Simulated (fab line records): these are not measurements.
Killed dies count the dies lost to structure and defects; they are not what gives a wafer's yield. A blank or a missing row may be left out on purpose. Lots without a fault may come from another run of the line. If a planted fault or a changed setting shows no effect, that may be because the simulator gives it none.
Split-lot trial :: flow ritCmos :: route with 202 steps; 5 lots, 23 wafers read

== ABOUT THE SPLIT ==
At RIT_CONTACT_DEVELOP_07 (develop time 120 s), the setting developTimeS was moved away from the recipe's 120 s on 4 of the 23 wafers read, by -8.5% to +4.7%. The other wafers ran this setting at the recipe's value.

Split to reading: the file shows no intervening step.

== THE READING ==
cdNm at RIT_CONTACT_CD_MEAS_08, given in nm (cd target 1000 nm). Typical for fault-free wafers on this fab line: 999.7 nm, with standard deviation 2.1 nm.

wafer: L074.1
tool, chamber at the split: lithoTrack-04, 0
developTimeS as run, s: 120
against the recipe: recipe
cdNm, nm: 998.8
against lot-mates on the recipe: -

wafer: L074.3
tool, chamber at the split: lithoTrack-04, 0
developTimeS as run, s: 120
against the recipe: recipe
cdNm, nm: 999.7
against lot-mates on the recipe: -

wafer: L074.5
tool, chamber at the split: lithoTrack-04, 0
developTimeS as run, s: 120
against the recipe: recipe
cdNm, nm: 999.8
against lot-mates on the recipe: -

wafer: L079.1
tool, chamber at the split: lithoTrack-03, 0
developTimeS as run, s: 120
against the recipe: recipe
cdNm, nm: 998.9
against lot-mates on the recipe: -

wafer: L079.2
tool, chamber at the split: lithoTrack-03, 0
developTimeS as run, s: 109.8
against the recipe: -8.5%
cdNm, nm: 991.9
against lot-mates on the recipe: -6.1

wafer: L079.3
tool, chamber at the split: lithoTrack-03, 0
developTimeS as run, s: 120
against the recipe: recipe
cdNm, nm: 996.9
against lot-mates on the recipe: -

wafer: L079.5
tool, chamber at the split: lithoTrack-03, 0
developTimeS as run, s: 120
against the recipe: recipe
cdNm, nm: 998.1
against lot-mates on the recipe: -

wafer: L079.6
tool, chamber at the split: lithoTrack-03, 0
developTimeS as run, s: 109.8
against the recipe: -8.5%
cdNm, nm: 990.4
against lot-mates on the recipe: -7.6

wafer: L080.2
tool, chamber at the split: lithoTrack-04, 0
developTimeS as run, s: 120
against the recipe: recipe
cdNm, nm: 1001.2
against lot-mates on the recipe: -

wafer: L080.3
tool, chamber at the split: lithoTrack-04, 0
developTimeS as run, s: 120
against the recipe: recipe
cdNm, nm: 1003.8
against lot-mates on the recipe: -

wafer: L080.4
tool, chamber at the split: lithoTrack-04, 0
developTimeS as run, s: 120
against the recipe: recipe
cdNm, nm: 1003.3
against lot-mates on the recipe: -

wafer: L080.5
tool, chamber at the split: lithoTrack-04, 0
developTimeS as run, s: 120
against the recipe: recipe
cdNm, nm: 1002.8
against lot-mates on the recipe: -

wafer: L080.6
tool, chamber at the split: lithoTrack-04, 0
developTimeS as run, s: 120
against the recipe: recipe
cdNm, nm: 1001.1
against lot-mates on the recipe: -

wafer: L082.2
tool, chamber at the split: lithoTrack-04, 0
developTimeS as run, s: 120
against the recipe: recipe
cdNm, nm: 997.1
against lot-mates on the recipe: -

wafer: L082.3
tool, chamber at the split: lithoTrack-04, 0
developTimeS as run, s: 120
against the recipe: recipe
cdNm, nm: 998.2
against lot-mates on the recipe: -

wafer: L082.4
tool, chamber at the split: lithoTrack-04, 0
developTimeS as run, s: 120
against the recipe: recipe
cdNm, nm: 999.1
against lot-mates on the recipe: -

wafer: L082.5
tool, chamber at the split: lithoTrack-04, 0
developTimeS as run, s: 120
against the recipe: recipe
cdNm, nm: 997.4
against lot-mates on the recipe: -

wafer: L082.6
tool, chamber at the split: lithoTrack-04, 0
developTimeS as run, s: 120
against the recipe: recipe
cdNm, nm: 998.7
against lot-mates on the recipe: -

wafer: L085.1
tool, chamber at the split: lithoTrack-01, 0
developTimeS as run, s: 120
against the recipe: recipe
cdNm, nm: 1000.4
against lot-mates on the recipe: -

wafer: L085.2
tool, chamber at the split: lithoTrack-01, 0
developTimeS as run, s: 125.6
against the recipe: +4.7%
cdNm, nm: 1003.9
against lot-mates on the recipe: +3.9

wafer: L085.4
tool, chamber at the split: lithoTrack-01, 0
developTimeS as run, s: 120
against the recipe: recipe
cdNm, nm: 999.3
against lot-mates on the recipe: -

wafer: L085.5
tool, chamber at the split: lithoTrack-01, 0
developTimeS as run, s: 120
against the recipe: recipe
cdNm, nm: 1000.4
against lot-mates on the recipe: -

wafer: L085.6
tool, chamber at the split: lithoTrack-01, 0
developTimeS as run, s: 125.6
against the recipe: +4.7%
cdNm, nm: 1004.2
against lot-mates on the recipe: +4.2

FIT RESULTS
A straight line over all 23 wafers: cdNm changes by +0.989 nm for each +1% of developTimeS; r = +0.84; the points scatter about the line by 1.9 nm.
The same after taking each lot's own level away (the mean of its wafers on the recipe; 23 wafers): +0.817 nm for each +1%; r = +0.95; scatter 0.81 nm.
That fit puts the effect of the largest move of developTimeS on the reading at 6.9 nm.
Across the lots, their own levels run from 997.97 to 1002.44 nm, a range of 2.1 times the standard deviation given above.
In other words, the slope is changed by the lot-to-lot level; the two fits disagree.
Check: for one of the wafers moved furthest among these (-8.5%), held out of the fit, the line's prediction against its lot-mates is -7.49 nm. Against them it came out at -6.07 nm.

== THESE WAFERS: OTHER SPLITS ==
Before the reading, these wafers also passed through other splits. Each is held against what the fit with the lots' levels taken away leaves over:
other split on the same wafers: RIT_ACTIVE_OXIDATION_01 oxTimeS
wafers away from the commonest value: 10
r with cdNm (lot level and that fit taken away): +0.00

other split on the same wafers: RIT_ACTIVE_EXPOSE_08 doseMj
wafers away from the commonest value: 9
r with cdNm (lot level and that fit taken away): +0.34

other split on the same wafers: RIT_NWELL_IMPLANT_08 energyKev
wafers away from the commonest value: 10
r with cdNm (lot level and that fit taken away): -0.11

other split on the same wafers: RIT_PRETRO_COAT_01 resistThkNm
wafers away from the commonest value: 10
r with cdNm (lot level and that fit taken away): +0.02

other split on the same wafers: RIT_GATE_OXIDATION_05 tempC
wafers away from the commonest value: 15
r with cdNm (lot level and that fit taken away): -0.01

other split on the same wafers: RIT_GATE_DEVELOP_15 developTimeS
wafers away from the commonest value: 7
r with cdNm (lot level and that fit taken away): +0.44

other split on the same wafers: RIT_SPACER_CVD_03 timeS
wafers away from the commonest value: 15
r with cdNm (lot level and that fit taken away): +0.03

other split on the same wafers: RIT_NSD_HARDBAKE_07 tempC
wafers away from the commonest value: 7
r with cdNm (lot level and that fit taken away): +0.28

other split on the same wafers: RIT_PSD_COAT_01 spinRpm
wafers away from the commonest value: 7
r with cdNm (lot level and that fit taken away): -0.12

other split on the same wafers: RIT_SDANNEAL_RTA_03 timeS
wafers away from the commonest value: 6
r with cdNm (lot level and that fit taken away): +0.26

== FILE'S OWN FIT ==
cdNm changes by +0.815 nm for each +1% of developTimeS, r = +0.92.
